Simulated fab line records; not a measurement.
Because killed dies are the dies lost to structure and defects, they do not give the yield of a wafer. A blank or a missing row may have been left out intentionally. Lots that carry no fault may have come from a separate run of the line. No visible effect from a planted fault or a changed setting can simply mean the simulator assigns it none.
Struck lot and sound lot, side by side	flow rit_cmos	21 steps out of a route of 202
Sound: wafers L172.2, L172.5, L172.6. Wafers struck: L180.3, L180.5, L180.6. The cause is named last.
For every step that has rows: the tool of each side, followed by ch and its chambers, followed by its first start. Under that, the readings that differ: sound wafers	struck wafers	difference of the means	sigmas: that difference in standard deviations of wafers without a fault.
alike: same words and numbers on both sides, and readings whose means sit less than 2 such deviations apart. not compared: any withheld reading, any reading some wafer has no value for, any bound like >300 that may hide the same value, and any number with overlapping values for which the record gives no deviation.
A row with sigmas, a row that says differs or no value, or rows on one side alone: a step with any of these is where the two part. Numbers that have no deviation but don't overlap get no sigmas and don't part them. A reading that every wafer of one side lacks parts them only if that side has two wafers or more.

first, 3 steps without rows for these wafers: RIT_GATE_CLEAN_02 (cleans in dHF, time 30 s); RIT_GATE_CLEAN_03 (cleans in SC2, time 600 s); RIT_GATE_CLEAN_04 (cleans in dHF, time 60 s).
RIT_FOX2_THK_MEAS_91:
  struck on film_metro-01, day 5 14:03; sound on film_metro-02, day 3 22:46
reading	sound	struck	difference	sigmas
FIELD_OXIDE_LEFT_2_THK (nm)	267 266 270	246 254 242	-20	-3
then, 2 steps without rows for these wafers: RIT_GATE_OXIDATION_05 (target thk 3 nm, ox time 270 s); RIT_GATE_ANNEAL_06 (time 600 s).
RIT_GATE_THK_MEAS_07:
  struck on film_metro-02, day 5 16:54; sound on film_metro-03, day 4 02:42
  alike: GATE_OXIDE_THK
then, 1 step without rows for these wafers: RIT_GATE_CVD_08 (deposits poly-Si from SiH4, target thk 250 nm, time 2220 s).
RIT_GATE_THK_MEAS_09:
  struck on film_metro-02, day 5 18:34; sound on film_metro-02, day 4 04:23
  alike: GATE_POLY_THK
then, 3 steps without rows for these wafers: RIT_GATE_HMDS_10 (prime time 60 s); RIT_GATE_COAT_11 (resist thk 850 nm); RIT_GATE_SOFTBAKE_12 (time 60 s).
RIT_GATE_EXPOSE_13: exposes mask M6, target cd 150 nm.
  sound on iline_stepper-02 ch 0, day 4 04:54; struck on iline_stepper-01 ch 0, day 5 19:14
reading	sound	struck	difference	sigmas
mask	M6#0 M6#0 M6#0	M6_R1#0 M6_R1#0 M6_R1#0	differs	
then, 2 steps without rows for these wafers: RIT_GATE_PEB_14; RIT_GATE_DEVELOP_15 (develop time 50 s).
RIT_GATE_CD_MEAS_16: the cd target is 150 nm.
  struck on cd_sem-01, day 5 19:47; sound on cd_sem-02, day 4 05:18
reading	sound	struck	difference	sigmas
cd_nm (nm)	150.9 151.4 150.7	193.1 193.6 195.2	+43.0	+15
RIT_GATE_OVL_MEAS_17:
  struck on overlay-02, day 5 19:53; sound on overlay-01, day 4 05:24
  alike: GATE_OVL
then, 1 step without rows for these wafers: RIT_GATE_HARDBAKE_18 (time 60 s).
RIT_GATE_ETCH_19: etches poly-Si in SF6/CHF3/O2, stops on SiO2, time 165 s, target depth 312.5 nm.
  sound on rie_si-01 ch 0,3, day 4 05:52; struck on rie_si-01 ch 2,3, day 5 20:03
reading	sound	struck	difference	sigmas
model.GATE.cd_nm (nm)	151 151.1 150.6	193 192.9 195.5	+43	
  alike: O2_flow_sccm, SF6_flow_sccm, drypump_motor_current_A, oes_product_au, throttle_valve_pct
  not compared: rf_hours_counter_h
RIT_GATE_STRIP_20: strips in O2, time 180 s.
  sound on plasma_asher-02 ch 0,1, day 4 05:59; struck on plasma_asher-03 ch 0,1, day 5 20:13
reading	sound	struck	difference	sigmas
rf_refl_power_W (W)	9.0 8.6 9.1	5.4 7.3 5.2	-2.9	-2
  alike: drypump_motor_current_A
  not compared: rf_hours_counter_h
RIT_M1_PROBE_99:
  struck on prober-01, day 6 20:35; sound on prober-02, day 5 04:49
reading	sound	struck	difference	sigmas
killed_at_front_end	4 4 3	264 264 264	+260	+87
killed_dies	4 4 3	264 264 264	+260	+87
killed_on_rim	0 0 0	70 70 70	+70	+47
  alike: killed_at_contacts, killed_open, killed_short

WHERE THEY PART
First at RIT_FOX2_THK_MEAS_91; last, within this record, at RIT_M1_PROBE_99.

WHY: the cause the simulator had injected
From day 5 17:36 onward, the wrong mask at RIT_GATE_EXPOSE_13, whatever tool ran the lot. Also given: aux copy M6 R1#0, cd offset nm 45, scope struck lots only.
